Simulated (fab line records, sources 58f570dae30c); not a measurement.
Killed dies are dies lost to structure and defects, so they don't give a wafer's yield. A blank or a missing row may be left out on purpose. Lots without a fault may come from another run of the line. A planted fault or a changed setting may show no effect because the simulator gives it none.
A struck lot beside a sound one | flow berkeley_cmos170 | 19 steps out of a route of 331
Sound: wafers L192.1, L192.4, L192.5. Struck: wafers L198.1, L198.2, L198.5. The cause comes at the end.
At each step with rows: each side's tool, then ch and its chambers, then its first start. Under that, the readings that differ: sound wafers | struck wafers | difference of the means | sigmas: that difference in standard deviations of wafers without a fault.
alike: readings whose means differ by less than 2 such deviations, and words and numbers that are the same on both sides. not compared: withheld readings, readings that some wafer has no value for, bounds like >300 that may hide the same value, and numbers for which the record gives no deviation and whose values overlap.
The two part at a step that has a row with sigmas, a row that says differs or no value, or rows on one side only. Numbers that don't overlap but have no deviation are shown without sigmas and don't part them. A reading that every wafer of one side lacks parts them only if that side has two wafers or more.

first, 2 steps without rows for these wafers: UCB170_NLDD_IMPLANT_08; UCB170_NLDD_IMPLANT_09.
UCB170_NLDD_STRIP_10: strips in O2.
  sound on plasma_asher-04 ch 0, day 8 08:57; struck on plasma_asher-02 ch 0,1, day 10 07:24
  alike: drypump_motor_current_A, oes_product_au, strip_time_to_endpoint_s
  not compared: rf_hours_counter_h
UCB170_NLDD_TW_MEAS_11:
  sound on film_metro-02, day 8 09:03; struck on film_metro-03, day 10 07:30
  alike: NLDD_TW
then, 1 step without rows for these wafers: UCB170_NLDD_CLEAN_12 (cleans in SPM, time 600 s).
UCB170_SPACER_CVD_00: deposits SiO2 from TEOS/O2, target thk 376 nm, time 47 s.
  sound on pecvd-04 ch 0,2, day 8 09:17; struck on pecvd-02 ch 1,2, day 10 07:44
  alike: heater_power_w
UCB170_SPACER_THK_MEAS_01:
  sound on film_metro-03, day 8 09:23; struck on film_metro-03, day 10 07:46
  alike: SPACER_TEOS_THK
then, 1 step without rows for these wafers: UCB170_SPACER_ANNEAL_02 (time 1800 s).
UCB170_SPACER_ETCHBACK_03: etches SiO2 in CHF3/CF4/Ar, stops on Si, target depth 376 nm, time 100 s.
  sound on rie_diel-01 ch 1,3, day 8 14:54; struck on rie_diel-02 ch 1,2,3, day 10 11:21
  alike: drypump_motor_current_A, oes_product_au, throttle_valve_pct
  not compared: rf_hours_counter_h
then, 3 steps without rows for these wafers: UCB170_PSD_HMDS_00 (prime time 60 s); UCB170_PSD_COAT_01 (resist thk 900 nm); UCB170_PSD_SOFTBAKE_02 (time 60 s).
UCB170_PSD_EXPOSE_03: exposes mask PSELECT MOD, target cd 1200 nm.
  sound on krf_scanner-01 ch 0, day 8 15:40; struck on krf_scanner-02 ch 0, day 10 12:22
  reading                     | sound                | struck               | difference | sigmas
  model.PSD.overlay_x_nm (nm) | -1.885 -1.885 -1.885 | -157.8 -157.8 -157.8 | -155.9     |
  alike: mask
then, 2 steps without rows for these wafers: UCB170_PSD_PEB_04; UCB170_PSD_DEVELOP_05 (develop time 45 s).
UCB170_PSD_CD_MEAS_06: target cd 1200 nm.
  sound on cd_sem-02, day 8 16:11; struck on cd_sem-02, day 10 13:32
  reading    | sound                | struck               | difference | sigmas
  cd_nm (nm) | 1202.5 1202.6 1202.9 | 1197.9 1198.6 1197.0 | -4.8       | -3
UCB170_PSD_OVL_MEAS_07:
  sound on overlay-01, day 8 16:19; struck on overlay-02, day 10 13:40
  reading      | sound  | struck         | difference | sigmas
  PSD_OVL (nm) | 6 -3 0 | -164 -154 -170 | -164       | -31
then, 1 step without rows for these wafers: UCB170_PSD_IMPLANT_08.
UCB170_M3_PROBE_99:
  the record has rows for the sound wafers here (prober-02, day 9 14:26) and none for the struck ones

WHERE THEY PART
First at UCB170_PSD_CD_MEAS_06; last, within this record, at UCB170_M3_PROBE_99.

WHY: what the simulator had put in
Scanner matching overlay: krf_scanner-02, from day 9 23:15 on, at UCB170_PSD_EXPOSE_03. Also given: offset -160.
